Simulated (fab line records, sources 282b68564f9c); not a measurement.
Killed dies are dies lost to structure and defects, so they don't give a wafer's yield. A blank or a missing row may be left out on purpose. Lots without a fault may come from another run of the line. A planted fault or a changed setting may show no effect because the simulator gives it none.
Which tool did it? | flow rit_cmos | 14 lots, 42 wafers sampled, at 5 steps of a route of 202

WHAT THE GAUGES READ, wafer by wafer
RIT_PRETRO_OVL_MEAS_06. Usual: PRETRO_OVL 1.4 nm, standard deviation 1.4.
lot  | measured    | on         | PRETRO_OVL (nm) | flag
L258 | day 2 07:19 | overlay-02 | 0.5 1.1 -0.9    |
L261 | day 2 21:47 | overlay-02 | 2.0 2.6 2.9     |
L262 | day 3 03:37 | overlay-01 | 0.4 0.3 -0.9    |
L263 | day 3 09:57 | overlay-02 | 0.7 2.0 1.5     |
L264 | day 3 14:34 | overlay-01 | 2.8 4.8 1.2     |
L265 | day 3 19:11 | overlay-02 | 3.8 2.2 2.2     |
L267 | day 4 05:52 | overlay-01 | -1.7 -0.7 -0.1  |
L272 | day 5 05:59 | overlay-02 | 3.2 1.7 2.2     |
L273 | day 5 11:31 | overlay-01 | 2.4 1.6 2.4     |
L275 | day 5 19:49 | overlay-01 | 3.1 2.7 2.0     |
L276 | day 6 01:21 | overlay-01 | 0.3 3.7 2.6     |
L277 | day 6 06:05 | overlay-02 | 1.2 1.2 1.0     |
L279 | day 6 15:41 | overlay-02 | -0.6 2.3 0.2    |
L281 | day 7 02:01 | overlay-02 | 0.3 1.3 0.2     |

RIT_GATE_THK_MEAS_07. Usual: GATE_OXIDE_THK 3.04 nm, standard deviation 0.064.
lot  | measured    | on            | GATE_OXIDE_THK (nm) | flag
L258 | day 2 09:47 | film_metro-01 | 2.98 3.06 2.99      |
L261 | day 3 01:20 | film_metro-04 | 3.05 3.04 3.07      |
L262 | day 3 06:06 | film_metro-03 | 3.00 3.06 3.02      |
L263 | day 3 14:18 | film_metro-04 | 3.00 2.96 3.08      |
L264 | day 3 20:29 | film_metro-01 | 3.12 3.11 3.18      |
L265 | day 3 21:49 | film_metro-03 | 3.03 3.07 2.95      |
L267 | day 4 10:49 | film_metro-04 | 2.92 2.92 2.98      |
L272 | day 5 08:28 | film_metro-03 | 2.98 3.02 3.03      |
L273 | day 5 15:57 | film_metro-04 | 3.08 3.02 3.07      |
L275 | day 5 22:17 | film_metro-04 | 3.06 3.01 3.08      |
L276 | day 6 04:42 | film_metro-01 | 3.08 3.09 3.01      |
L277 | day 6 09:40 | film_metro-01 | 3.05 3.07 3.10      |
L279 | day 6 19:38 | film_metro-01 | 3.10 3.10 3.14      |
L281 | day 7 05:00 | film_metro-01 | 3.03 3.00 2.97      |

RIT_NSD_OVL_MEAS_06. Usual: NSD_OVL -0.3 nm, standard deviation 1.4.
lot  | measured    | on         | NSD_OVL (nm)   | flag
L258 | day 3 00:20 | overlay-02 | -0.6 -1.3 -0.4 |
L261 | day 3 14:04 | overlay-02 | 3.2 2.7 2.1    |
L262 | day 3 20:15 | overlay-02 | 1.4 -0.3 -1.2  |
L263 | day 4 07:00 | overlay-02 | -1.3 -2.2 -0.7 |
L264 | day 4 12:09 | overlay-01 | -1.0 0.5 -1.0  |
L265 | day 4 12:30 | overlay-02 | -0.9 -2.7 -0.7 |
L267 | day 5 00:38 | overlay-02 | -1.9 -2.5 -2.0 |
L272 | day 5 22:15 | overlay-02 | -1.8 -0.6 -1.8 |
L273 | day 6 06:21 | overlay-01 | -1.4 -0.4 -2.5 |
L275 | day 6 11:41 | overlay-01 | -0.5 -1.3 -1.8 |
L276 | day 6 17:56 | overlay-01 | 0.3 -1.9 -1.8  |
L277 | day 6 22:41 | overlay-02 | -0.3 0.7 2.0   |
L279 | day 7 08:44 | overlay-02 | 0.6 0.6 0.8    |
L281 | day 7 18:23 | overlay-01 | 0.8 0.9 -1.6   |

RIT_SDANNEAL_RS_MEAS_06: measures by four-point-probe. Usual: PLDD_RS 178.6 ohm/sq, standard deviation 0.39.
lot  | measured    | on            | PLDD_RS (ohm/sq)  | flag
L258 | day 3 02:59 | film_metro-01 | 178.5 178.3 178.6 |
L261 | day 3 16:52 | film_metro-01 | 178.0 178.3 178.4 |
L262 | day 3 22:55 | film_metro-01 | 179.5 179.2 179.0 |
L263 | day 4 09:41 | film_metro-01 | 179.1 178.8 178.6 |
L264 | day 4 15:03 | film_metro-01 | 178.7 178.7 178.7 |
L265 | day 4 15:18 | film_metro-02 | 178.0 178.1 178.0 |
L267 | day 5 03:17 | film_metro-03 | 184.6 184.9 184.3 | OFF
L272 | day 6 01:02 | film_metro-03 | 184.1 184.3 184.5 | OFF
L273 | day 6 09:11 | film_metro-02 | 179.0 178.7 178.8 |
L275 | day 6 14:39 | film_metro-03 | 178.1 178.3 178.5 |
L276 | day 6 20:36 | film_metro-02 | 179.1 178.8 178.9 |
L277 | day 7 01:30 | film_metro-02 | 179.0 178.7 178.8 |
L279 | day 7 11:25 | film_metro-02 | 178.9 178.9 178.7 |
L281 | day 7 21:03 | film_metro-02 | 178.2 178.4 177.9 |

WHICH TOOL RAN EACH LOT (tool, then ch and the chambers of the sampled wafers, then the start)
lot  | RIT_PLDD_IMPLANT_08
L258 | implanter-04 ch 0, day 2 20:35
L261 | implanter-01 ch 0, day 3 10:22
L262 | implanter-02 ch 0, day 3 16:01
L263 | implanter-04 ch 0, day 4 01:50
L264 | implanter-02 ch 0, day 4 08:17
L265 | implanter-04 ch 0, day 4 08:40
L267 | implanter-04 ch 0, day 4 20:18
L272 | implanter-04 ch 0, day 5 18:22
L273 | implanter-01 ch 0, day 6 02:21
L275 | implanter-02 ch 0, day 6 07:41
L276 | implanter-01 ch 0, day 6 14:11
L277 | implanter-02 ch 0, day 6 18:52
L279 | implanter-02 ch 0, day 7 04:54
L281 | implanter-02 ch 0, day 7 14:31
- RIT_PLDD_IMPLANT_08

WHAT THE TOOLS THEMSELVES READ (means of the sampled wafers that have a number; where no wafer has one, the mark that the record gives instead)
RIT_PLDD_IMPLANT_08. Usual: beam_on_s 10.01 s, standard deviation 0.2; dose_ions_cm2 9.001e+14, standard deviation 8.9e+11; end_station_pressure_torr 7.3e-06 Torr, standard deviation 3.7e-07.
lot  | tool         | beam_on_s (s) | dose_ions_cm2 | end_station_pressure_torr (Torr) | flag
L258 | implanter-04 | 10.15         | 9.000e+14     | 7.2e-06                          |
L261 | implanter-01 | 10.11         | 8.988e+14     | 7.3e-06                          |
L262 | implanter-02 | 9.88          | 9.002e+14     | 7.1e-06                          |
L263 | implanter-04 | 10.02         | 8.998e+14     | 7.4e-06                          |
L264 | implanter-02 | 9.90          | 8.999e+14     | 7.3e-06                          |
L265 | implanter-04 | 10.17         | 9.000e+14     | 7.2e-06                          |
L267 | implanter-04 | 9.79          | 8.491e+14     | 7.3e-06                          | OFF
L272 | implanter-04 | 10.01         | 8.485e+14     | 7.0e-06                          | OFF
L273 | implanter-01 | 10.22         | 8.996e+14     | 7.0e-06                          |
L275 | implanter-02 | 10.07         | 8.994e+14     | 7.5e-06                          |
L276 | implanter-01 | 10.13         | 9.004e+14     | 7.0e-06                          |
L277 | implanter-02 | 10.03         | 9.004e+14     | 7.4e-06                          |
L279 | implanter-02 | 9.98          | 9.001e+14     | 7.2e-06                          |
L281 | implanter-02 | 10.02         | 8.999e+14     | 7.3e-06                          |

THE ANSWER, worked out from the rows above alone
Rule: a lot is off if the mean of its wafers that have a number lies more than 3 standard deviations from the usual mean. A lot without any number at a reading at which 4 lots or more have one is off too. The other lots that the step has rows for count as sound. The gauges are gone through in route order, then the tools' own readings, and for those a lot's mean is taken as printed above. The first step at which some lot is off is used, and at that step the reading that is off furthest; a lot without a number counts as furthest.
Off: L267, L272, at RIT_SDANNEAL_RS_MEAS_06 (PLDD_RS).
A tool fits if, at a process step before that reading, it ran every lot that is off, and no sound lot after the first of them. The gauges at RIT_SDANNEAL_RS_MEAS_06 aren't tried: what is off there is off at RIT_PLDD_IMPLANT_08 too, on other tools, and a gauge's error can't cause that. One fits: implanter-04 at RIT_PLDD_IMPLANT_08. Its last sound lot is L265 (day 4 08:40), its first lot that is off L267 (day 4 20:18): a fault that began between those two fits.
The tool's own readings at RIT_PLDD_IMPLANT_08 bear it out: on the lots that are off they differ by more than 5 times the standard deviation of the sound lots' means. dose_ions_cm2 reads 8.488e+14 there against 8.999e+14 on the sound lots.

WHAT THE SIMULATOR HAD PUT IN
Process parameter drift: implanter-04, from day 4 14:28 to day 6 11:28, at RIT_PLDD_IMPLANT_08. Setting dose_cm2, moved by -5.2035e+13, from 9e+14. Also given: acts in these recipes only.
Lots struck among those shown: L267, L272. The rule above found the same.
